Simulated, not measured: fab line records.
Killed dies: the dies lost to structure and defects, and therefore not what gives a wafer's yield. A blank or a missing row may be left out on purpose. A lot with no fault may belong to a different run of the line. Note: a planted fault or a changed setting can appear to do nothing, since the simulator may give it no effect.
fab line records ; flow rit-cmos
record: lots: 14; wafers: 42; last-day: 7
route steps=202 shown SPACER@130 M1@202
lots that met no fault: from a run of the same line without faults
start-h: hours from the record's first day to the start of the lot's first wafer shown ; wait-h: hours from the lot's prior step to this one ; " repeats the value in the row above ; L1.1+2: one row covering several wafers at once ; - no value, or no start given ; * or withheld: withheld ; < > ~ a bound
route shown NAME@n: NAME is a module with steps in the file, n the number in the route of the first one ; usual: mean/standard deviation of fault-free wafers ; same: alike in all rows ; chamber/n: place in a boat ; sites: each site's reading ; _std_site: how widely they spread, as a standard deviation ; _edge_site: inner sites' mean taken away from outer sites' mean ; radius-mm: for every site, how far away it sits from the centre of the wafer ; mask NAME#n: copy n ; behind: the tool/chamber that last shaped the wafer ; hold: cause of the lot's hold/its duration in hours/its outcome ; device: the n, p or np transistor that did not switch ; end of line: the same wafers' tests at the end of the route ; a step without rows: its recipe alone ; killed: count of dies lost to structure and defects at first sort (not the wafer's yield) ; map: dies across one wafer; x = killed, . = not, _ = none there
set.NAME: the setting the step ran with; set.NAME@STEP: the setting that earlier step ran with ; model.NAME: the simulator's own value behind a step, which no gauge read
the route's steps for a sample of lots (tables are steps, rows are wafers)
services: the hour from which a tool's chamber was out of use, counted from the record's first day as start-h (under 0 if before that day), plus the number of hours and why
== steps ==
step: RIT_SPACER_ETCHBACK_05
recipe: target-depth-a: 2500; SF6_flow_sccm: 30; CHF3_flow_sccm: 30; target: Si3N4; chemistry: SF6/CHF3; pressure-mtorr: 40; rf-w: 250; time-s: 240; stop-on: SiO2
usual: drypump-motor-current-A: 5.7/0.57; oes-product-au: 0.846/0.016; throttle-valve-pct: 10.21/0.16
lot.wafer;tool;chamber;start-h;wait-h;drypump-motor-current-A;oes-product-au;rf-hours-counter-h;throttle-valve-pct
L868.4;rie-diel-01;2;52.18;0.1;5.3;0.854;-;10.04
L868.5;rie-diel-01;3;52.18;0.1;5.3;0.821;-;10.50
L868.6;rie-diel-01;0;52.18;0.1;6.3;0.856;-;10.16
L870.3;rie-diel-02;0;61.36;0.0;5.2;0.862;52;10.12
L870.5;rie-diel-02;1;61.36;0.0;5.8;0.833;-;10.36
L870.6;rie-diel-02;0;61.36;0.0;5.2;0.861;-;10.11
L871.2;rie-diel-01;2;67.74;0.0;5.3;0.852;131;10.01
L871.4;rie-diel-01;0;67.74;0.0;6.3;0.863;-;10.19
L871.5;rie-diel-01;3;67.74;0.0;5.3;0.809;-;10.50
L872.1;rie-diel-03;2;72.44;0.1;6.6;0.839;5;10.36
L872.2;rie-diel-03;1;72.44;0.1;5.3;0.847;8;10.13
L872.4;rie-diel-03;0;72.44;0.1;5.1;0.843;23;10.19
L874.3;rie-diel-01;0;83.31;0.0;6.3;0.863;86;10.18
L874.5;rie-diel-01;3;83.31;0.0;5.3;0.831;-;10.49
L874.6;rie-diel-01;2;83.31;0.0;5.2;0.859;-;10.00
L875.3;rie-diel-01;0;90.14;0.0;6.3;0.863;86;10.20
L875.5;rie-diel-01;3;90.14;0.0;5.3;0.815;-;10.50
L875.6;rie-diel-01;2;90.14;0.0;5.3;0.854;-;10.03
L876.2;rie-diel-02;2;94.02;0.0;5.0;0.840;98;10.09
L876.4;rie-diel-02;1;94.02;0.0;5.8;0.839;53;10.34
L876.6;rie-diel-02;2;94.02;0.0;5.0;0.847;-;10.10
L879.1;rie-diel-01;2;106.74;0.1;5.3;0.690;132;9.96
L879.2;rie-diel-01;3;106.74;0.1;5.3;0.678;5;10.42
L879.4;rie-diel-01;0;106.74;0.1;6.4;0.693;87;10.14
L880.3;rie-diel-01;0;111.55;0.0;6.3;0.678;87;10.11
L880.4;rie-diel-01;2;111.55;0.0;5.3;0.691;132;9.96
L880.5;rie-diel-01;0;111.55;0.0;6.3;0.679;-;10.13
L882.1;rie-diel-02;2;122.06;0.1;5.0;0.846;99;10.07
L882.3;rie-diel-02;1;122.06;0.1;5.7;0.831;54;10.34
L882.4;rie-diel-02;0;122.06;0.1;5.2;0.864;53;10.11
L884.3;rie-diel-02;0;130.57;0.0;5.2;0.865;53;10.11
L884.5;rie-diel-02;1;130.57;0.0;5.7;0.833;-;10.34
L884.6;rie-diel-02;2;130.57;0.0;5.0;0.856;-;10.09
L886.3;rie-diel-02;1;141.93;0.0;5.8;0.830;54;10.34
L886.4;rie-diel-02;3;141.93;0.0;6.0;0.868;96;10.42
L886.6;rie-diel-02;1;141.93;0.0;5.8;0.820;-;10.33
L887.1;rie-diel-03;0;143.93;0.1;5.2;0.839;24;10.18
L887.2;rie-diel-03;3;143.93;0.1;4.9;0.862;55;9.95
L887.6;rie-diel-03;2;143.93;0.1;6.5;0.833;-;10.38
L890.1;rie-diel-03;1;159.05;0.1;5.3;0.840;10;10.14
L890.3;rie-diel-03;3;159.05;0.1;4.9;0.867;56;9.95
L890.6;rie-diel-03;2;159.05;0.1;6.6;0.836;-;10.38
step: RIT_M1_PROBE_99
usual: killed-at-contacts: 0.0/0.22; killed-at-front-end: 6.6/3; killed-dies: 6.6/3; killed-on-rim: 1.8/1.4; killed-open: 3.4/2; killed-short: 3.2/2
same: gross-dies: 264; killed_at_M0_to_M3: 0; killed_at_M4_up: 0; killed-at-back-side: 0; killed-at-other: 0
lot.wafer;tool;chamber;start-h;wait-h;killed-at-contacts;killed-at-front-end;killed-dies;killed-on-rim;killed-open;killed-short
L868.4;prober-01;-;63.58;0.2;0;5;5;3;3;2
L868.5;prober-01;-;63.63;0.2;0;8;8;1;6;2
L868.6;prober-01;-;63.68;0.2;0;12;12;3;6;6
L870.3;prober-01;-;72.52;0.2;0;9;9;1;5;4
L870.5;prober-01;-;72.62;0.2;0;8;8;0;5;3
L870.6;prober-01;-;72.67;0.2;0;5;5;3;1;4
L871.2;prober-02;-;78.75;0.1;0;13;13;3;7;6
L871.4;prober-02;-;78.85;0.2;0;7;7;2;4;3
L871.5;prober-02;-;78.90;0.2;0;4;4;1;4;0
L872.1;prober-01;-;83.20;0.1;0;4;4;0;2;2
L872.2;prober-01;-;83.25;0.1;0;9;9;1;5;4
L872.4;prober-01;-;83.35;0.2;0;5;5;2;3;2
L874.3;prober-01;-;94.47;0.2;0;5;5;1;2;3
L874.5;prober-01;-;94.57;0.2;0;4;4;1;3;1
L874.6;prober-01;-;94.62;0.2;0;12;12;3;7;5
L875.3;prober-02;-;101.40;0.2;0;6;6;0;5;1
L875.5;prober-02;-;101.50;0.2;0;4;4;1;0;4
L875.6;prober-02;-;101.55;0.2;0;8;8;3;4;4
L876.2;prober-01;-;105.42;0.1;0;6;6;1;4;2
L876.4;prober-01;-;105.52;0.2;0;6;6;0;1;5
L876.6;prober-01;-;105.62;0.2;0;4;4;2;1;3
L879.1;prober-02;-;117.71;0.1;0;264;264;70;2;3
L879.2;prober-02;-;117.76;0.1;0;264;264;70;2;5
L879.4;prober-02;-;117.86;0.2;0;264;264;70;4;5
L880.3;prober-01;-;122.85;0.2;0;264;264;70;0;1
L880.4;prober-01;-;122.90;0.2;0;264;264;70;3;4
L880.5;prober-01;-;122.95;0.2;0;264;264;70;3;2
L882.1;prober-02;-;133.28;0.1;0;3;3;1;1;2
L882.3;prober-02;-;133.38;0.2;0;2;2;1;2;0
L882.4;prober-02;-;133.43;0.2;0;11;11;3;8;3
L884.3;prober-02;-;142.12;0.2;0;8;8;1;4;4
L884.5;prober-02;-;142.22;0.2;0;6;6;3;3;3
L884.6;prober-02;-;142.27;0.2;0;5;5;2;0;5
L886.3;prober-02;-;152.93;0.2;0;6;6;3;3;3
L886.4;prober-02;-;152.98;0.2;1;2;3;1;3;0
L886.6;prober-02;-;153.08;0.2;0;7;7;0;5;2
L887.1;prober-01;-;154.95;0.1;0;8;8;2;3;5
L887.2;prober-01;-;155.00;0.1;1;4;5;0;1;4
L887.6;prober-01;-;155.20;0.2;1;3;4;0;2;2
L890.1;prober-02;-;170.07;0.1;0;14;14;4;5;9
L890.3;prober-02;-;170.17;0.2;0;13;13;3;5;8
L890.6;prober-02;-;170.32;0.2;0;5;5;2;1;4
killed by level:class
L868.4 GATE:geometric-particle:open=2 REOX:geometric-particle:short=2 REOX:geometric-particle:open=1
L868.5 REOX:geometric-particle:open=3 FOX1:geometric-particle:short=2 FOX1:geometric-particle:open=1 FOX2:geometric-particle:open=1 GATE:geometric-particle:open=1
L868.6 GATE:geometric-particle:short=4 FOX1:geometric-particle:short=2 GATE:geometric-particle:open=2 SILICIDE:geometric-particle:open=2 FOX1:geometric-particle:open=1 FOX2:geometric-particle:open=1
L870.3 GATE:geometric-particle:short=3 GATE:geometric-particle:open=3 REOX:geometric-particle:open=1 SPACER:geometric-particle:open=1 SILICIDE:geometric-particle:short=1
L870.5 GATE:geometric-particle:open=3 GATE:geometric-particle:short=1 REOX:geometric-particle:open=1 SPACER:geometric-particle:short=1 SPACER:geometric-particle:open=1 SILICIDE:geometric-particle:short=1
L870.6 REOX:geometric-particle:short=2 GATE:geometric-particle:short=1 GATE:geometric-particle:open=1 SPACER:geometric-particle:short=1
L871.2 FOX1:geometric-particle:short=3 GATE:geometric-particle:open=3 FOX1:geometric-particle:open=1 FOX2:geometric-particle:open=1 FOX2:geometric-particle:short=1 REOX:geometric-particle:short=1 REOX:geometric-particle:open=1 SPACER:geometric-particle:open=1
L871.4 REOX:geometric-particle:open=2 FOX1:geometric-particle:open=1 GATE:geometric-particle:short=1 GATE:geometric-particle:open=1 REOX:geometric-particle:short=1 SPACER:geometric-particle:short=1
L871.5 GATE:geometric-particle:open=3 FOX1:geometric-particle:open=1
L872.1 GATE:geometric-particle:open=2 FOX1:geometric-particle:short=1 FOX2:geometric-particle:short=1
L872.2 GATE:geometric-particle:open=3 GATE:geometric-particle:short=2 SPACER:geometric-particle:open=2 FOX2:geometric-particle:short=1 REOX:geometric-particle:short=1
L872.4 GATE:geometric-particle:open=2 FOX2:geometric-particle:open=1 GATE:geometric-particle:short=1 REOX:geometric-particle:short=1
L874.3 GATE:geometric-particle:short=3 FOX1:geometric-particle:open=1 FOX2:geometric-particle:open=1
L874.5 FOX2:geometric-particle:open=1 GATE:geometric-particle:open=1 SPACER:geometric-particle:open=1 SILICIDE:geometric-particle:short=1
L874.6 FOX1:geometric-particle:open=3 GATE:geometric-particle:open=3 FOX1:geometric-particle:short=1 FOX2:geometric-particle:short=1 FOX2:geometric-particle:open=1 REOX:geometric-particle:short=1 SPACER:geometric-particle:short=1 SILICIDE:geometric-particle:short=1
L875.3 GATE:geometric-particle:open=3 GATE:geometric-particle:short=1 REOX:geometric-particle:open=1 SILICIDE:geometric-particle:open=1
L875.5 FOX1:geometric-particle:short=1 FOX2:geometric-particle:short=1 GATE:geometric-particle:short=1 SPACER:geometric-particle:short=1
L875.6 GATE:geometric-particle:open=3 FOX1:geometric-particle:short=2 GATE:geometric-particle:short=2 FOX1:geometric-particle:open=1
L876.2 GATE:geometric-particle:open=3 REOX:geometric-particle:short=1 SPACER:geometric-particle:short=1 SILICIDE:geometric-particle:open=1
L876.4 GATE:geometric-particle:short=4 FOX2:geometric-particle:open=1 REOX:geometric-particle:short=1
L876.6 SILICIDE:geometric-particle:short=2 FOX1:geometric-particle:open=1 GATE:geometric-particle:short=1
L879.1 SPACER:area-etchback=259 FOX2:geometric-particle:open=1 GATE:geometric-particle:short=1 SPACER:geometric-particle:short=1 SILICIDE:geometric-particle:open=1 SILICIDE:geometric-particle:short=1
L879.2 SPACER:area-etchback=257 GATE:geometric-particle:short=2 SPACER:geometric-particle:short=2 FOX2:geometric-particle:open=1 SPACER:geometric-particle:open=1 SILICIDE:geometric-particle:short=1
L879.4 SPACER:area-etchback=255 GATE:geometric-particle:open=4 GATE:geometric-particle:short=2 SILICIDE:geometric-particle:short=2 REOX:geometric-particle:short=1
L880.3 SPACER:area-etchback=263 GATE:geometric-particle:short=1
L880.4 SPACER:area-etchback=257 GATE:geometric-particle:open=3 GATE:geometric-particle:short=2 FOX1:geometric-particle:short=1 REOX:geometric-particle:short=1
L880.5 SPACER:area-etchback=259 GATE:geometric-particle:open=2 GATE:geometric-particle:short=1 REOX:geometric-particle:short=1 SPACER:geometric-particle:open=1
L882.1 GATE:geometric-particle:short=2 REOX:geometric-particle:open=1
L882.3 FOX1:geometric-particle:open=1 GATE:geometric-particle:open=1
L882.4 REOX:geometric-particle:open=3 FOX1:geometric-particle:open=2 GATE:geometric-particle:open=2 FOX1:geometric-particle:short=1 FOX2:geometric-particle:open=1 REOX:geometric-particle:short=1 SPACER:geometric-particle:short=1
L884.3 FOX2:geometric-particle:short=2 FOX1:geometric-particle:short=1 FOX2:geometric-particle:open=1 GATE:geometric-particle:open=1 REOX:geometric-particle:short=1 SPACER:geometric-particle:open=1 SILICIDE:geometric-particle:open=1
L884.5 GATE:geometric-particle:open=2 GATE:geometric-particle:short=2 FOX2:geometric-particle:short=1 REOX:geometric-particle:open=1
L884.6 GATE:geometric-particle:short=3 FOX2:geometric-particle:short=1 REOX:geometric-particle:short=1
L886.3 GATE:geometric-particle:short=2 SPACER:geometric-particle:open=1 GATE:geometric-particle:open=1 SPACER:geometric-particle:short=1 SILICIDE:geometric-particle:open=1
L886.4 REOX:geometric-particle:open=1 SILICIDE:geometric-particle:open=1 CONTACT:geometric-particle:open=1
L886.6 GATE:geometric-particle:open=2 REOX:geometric-particle:open=2 REOX:geometric-particle:short=2 SPACER:geometric-particle:open=1
L887.1 GATE:geometric-particle:short=3 FOX1:geometric-particle:open=2 FOX1:geometric-particle:short=1 FOX2:geometric-particle:short=1 GATE:geometric-particle:open=1
L887.2 SPACER:geometric-particle:short=2 REOX:geometric-particle:open=1 SILICIDE:geometric-particle:short=1 CONTACT:geometric-particle:short=1
L887.6 GATE:geometric-particle:open=2 GATE:geometric-particle:short=1 CONTACT:geometric-particle:short=1
L890.1 GATE:geometric-particle:short=3 GATE:geometric-particle:open=3 REOX:geometric-particle:short=3 SPACER:geometric-particle:short=2 REOX:geometric-particle:open=1 SILICIDE:geometric-particle:open=1 SILICIDE:geometric-particle:short=1
L890.3 GATE:geometric-particle:short=5 GATE:geometric-particle:open=3 FOX1:geometric-particle:short=1 REOX:geometric-particle:short=1 SPACER:geometric-particle:open=1 SPACER:geometric-particle:short=1 SILICIDE:geometric-particle:open=1
L890.6 GATE:geometric-particle:short=3 REOX:geometric-particle:open=1 SPACER:geometric-particle:short=1
== services ==
tool;chamber;start-h;hours;kind
rie-diel-01;-;33.88;0.5;repair
rie-diel-01;1;35.75;48.8;repair
rie-diel-03;2;42.92;8.1;repair
rie-diel-02;3;60.54;7.6;repair
rie-diel-01;2;123.10;3.8;repair
rie-diel-01;0;139.81;2.8;repair
== key ==
first-sign: step: RIT_SPACER_ETCHBACK_05; reading: oes-product-au; direction: down; sigmas: 10; usual: 0.846; struck: 0.685
effect: step: RIT_M1_PROBE_99; reading: killed-at-front-end; direction: up; sigmas: 87; usual: 6.6; struck: 264
more-kills-born-at: RIT_SPACER_ETCHBACK_05@rie-diel-01: 1550
met-at RIT_SPACER_ETCHBACK_05
struck-lots L879,L880
later-rows-left-out L879.1,L879.2,L879.4,L880.3,L880.4,L880.5
tester-left-out L879,L880
onset-between 90.14 106.74
fault: kind: process-parameter-drift; tool: rie-diel-01; chamber: -; onset-h: 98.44; steps: RIT_SPACER_ETCHBACK_05; channel: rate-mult; offset: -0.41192; shape: step; end-h: 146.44
tester-left-out: of these lots the tester's yield and bins aren't shown, on N5 and GAA mostly nor the transistor test; their killed dies are dies lost to structure and defects alone, not to doping, threshold or leakage, so they don't give the yield
later-rows-left-out: the simulator's readings of these wafers behind a module that went badly wrong aren't trusted and aren't shown, but for the sort
